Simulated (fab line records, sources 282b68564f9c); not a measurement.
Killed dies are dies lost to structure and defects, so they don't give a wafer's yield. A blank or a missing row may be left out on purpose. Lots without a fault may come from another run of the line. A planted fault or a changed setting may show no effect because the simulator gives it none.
A struck lot beside a sound one | flow rit_cmos | 17 steps out of a route of 202
Sound: wafers L706.1, L706.3, L706.4. Struck: wafer L714.5. (L714.1, L714.3 of the same lot were not struck and are left out.) The cause comes at the end.
At each step with rows: each side's tool, then ch and its chambers, then its first start. Under that, the readings that differ: sound wafers | struck wafers | difference of the means | sigmas: that difference in standard deviations of wafers without a fault.
alike: readings whose means differ by less than 2 such deviations, and words and numbers that are the same on both sides. not compared: withheld readings, readings that some wafer has no value for, bounds like >300 that may hide the same value, and numbers for which the record gives no deviation and whose values overlap.
The two part at a step that has a row with sigmas, a row that says differs or no value, or rows on one side only. Numbers that don't overlap but have no deviation are shown without sigmas and don't part them. A reading that every wafer of one side lacks parts them only if that side has two wafers or more.

first, 1 step without rows for these wafers: RIT_PSD_IMPLANT_08.
RIT_PSD_STRIP_09: strips in O2, time 180 s.
  sound on plasma_asher-02 ch 0,1, day 3 19:05; struck on plasma_asher-02 ch 0, day 5 08:04
  alike: drypump_motor_current_A, rf_refl_power_W
  not compared: rf_hours_counter_h
RIT_PSD_TW_MEAS_10:
  sound on film_metro-03, day 3 19:16; struck on film_metro-02, day 5 08:14
  alike: PSD_TW
then, 3 steps without rows for these wafers: RIT_SDANNEAL_CLEAN_00 (cleans in SC1, time 600 s); RIT_SDANNEAL_CLEAN_01 (cleans in dHF, time 30 s); RIT_SDANNEAL_CLEAN_02 (cleans in SC2, time 600 s).
RIT_SDANNEAL_RTA_03: time 5 s.
  sound on rtp_anneal-02 ch 0, day 3 19:43; struck on rtp_anneal-02 ch 0, day 5 08:40
  alike: wafer_temp_C_max
RIT_SDANNEAL_RS_MEAS_04: measures by four-point-probe.
  sound on film_metro-02, day 3 19:47; struck on film_metro-03, day 5 08:43
  alike: PSD_RS
RIT_SDANNEAL_RS_MEAS_05: measures by four-point-probe.
  sound on film_metro-02, day 3 19:54; struck on film_metro-03, day 5 08:50
  alike: NSD_RS
RIT_SDANNEAL_RS_MEAS_06: measures by four-point-probe.
  sound on film_metro-02, day 3 20:01; struck on film_metro-03, day 5 08:58
  alike: PLDD_RS
RIT_SDANNEAL_RS_MEAS_07: measures by four-point-probe.
  sound on film_metro-02, day 3 20:08; struck on film_metro-03, day 5 09:05
  alike: NLDD_RS
then, 1 step without rows for these wafers: RIT_SILICIDE_WET_ETCH_00 (etches SiO2 in BOE, target depth 14 nm, time 15 s).
RIT_SILICIDE_SPUTTER_01: material Ti, target thk 30 nm, time 229.8 s.
  sound on pvd_sputter-02, day 3 20:17; struck on pvd_sputter-04, day 5 09:13
  reading                                     | sound             | struck | difference | sigmas
  throttle_valve_pct (%)                      | 29.7 30.2 30.1    | 31.3   | +1.3       | +2
  model.Ti_of_SILICIDE_SPUTTER_01.thk_nm (nm) | 29.07 28.43 28.64 | 30.32  | +1.61      |
RIT_SILICIDE_RS_MEAS_02: measures by four-point-probe.
  sound on film_metro-04, day 3 20:26; struck on film_metro-02, day 5 09:22
  reading                 | sound          | struck | difference | sigmas
  SILICIDE_TI_RS (ohm/sq) | 49.8 51.3 50.8 | 47.3   | -3.3       | -6
RIT_SILICIDE_THK_MEAS_03: measures by xrf.
  sound on film_metro-04, day 3 20:33; struck on film_metro-02, day 5 09:29
  reading              | sound          | struck | difference | sigmas
  SILICIDE_TI_THK (nm) | 29.3 28.8 29.0 | 30.7   | +1.7       | +5
RIT_SILICIDE_RTA_04: time 10 s, ramp up 5 s, ramp down 5 s.
  sound on rtp_anneal-01 ch 0, day 3 20:37; struck on rtp_anneal-01 ch 0, day 5 09:32
  alike: wafer_temp_C_max
RIT_M1_PROBE_99:
  sound on prober-02, day 4 03:32; struck on prober-02, day 5 16:28
  reading                          | sound             | struck | difference | sigmas
  killed_at_contacts               | 0 0 0             | 1      | +1         | +4
  killed_open                      | 3 3 1             | 8      | +6         | +3
  model.etest.npoly_line.rs_ohm_sq | 17.54 17.8 17.69  | 17.03  | -0.65      |
  model.etest.ppoly_line.rs_ohm_sq | 17.04 17.09 17.14 | 16.36  | -0.73      |
  model.etest.npoly_sal.rs_ohm_sq  | 4.487 4.526 4.543 | 4.319  | -0.200     |
  model.etest.ppoly_sal.rs_ohm_sq  | 4.463 4.485 4.499 | 4.277  | -0.205     |
  model.etest.pplus_sal.rs_ohm_sq  | 4.446 4.473 4.476 | 4.278  | -0.187     |
  model.etest.nplus_sal.rs_ohm_sq  | 4.423 4.428 4.428 | 4.288  | -0.138     |
  alike: killed_at_front_end, killed_dies, killed_short
  not compared: model.etest.contact_pplus.end_ohm_um, model.etest.contact_nplus.end_ohm_um

WHERE THEY PART
First at RIT_SILICIDE_SPUTTER_01; last, within this record, at RIT_M1_PROBE_99.

WHY: what the simulator had put in
Process parameter drift: pvd_sputter-04, from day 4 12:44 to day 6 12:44, at RIT_SILICIDE_SPUTTER_01. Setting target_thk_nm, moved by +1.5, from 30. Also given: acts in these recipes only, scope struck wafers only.
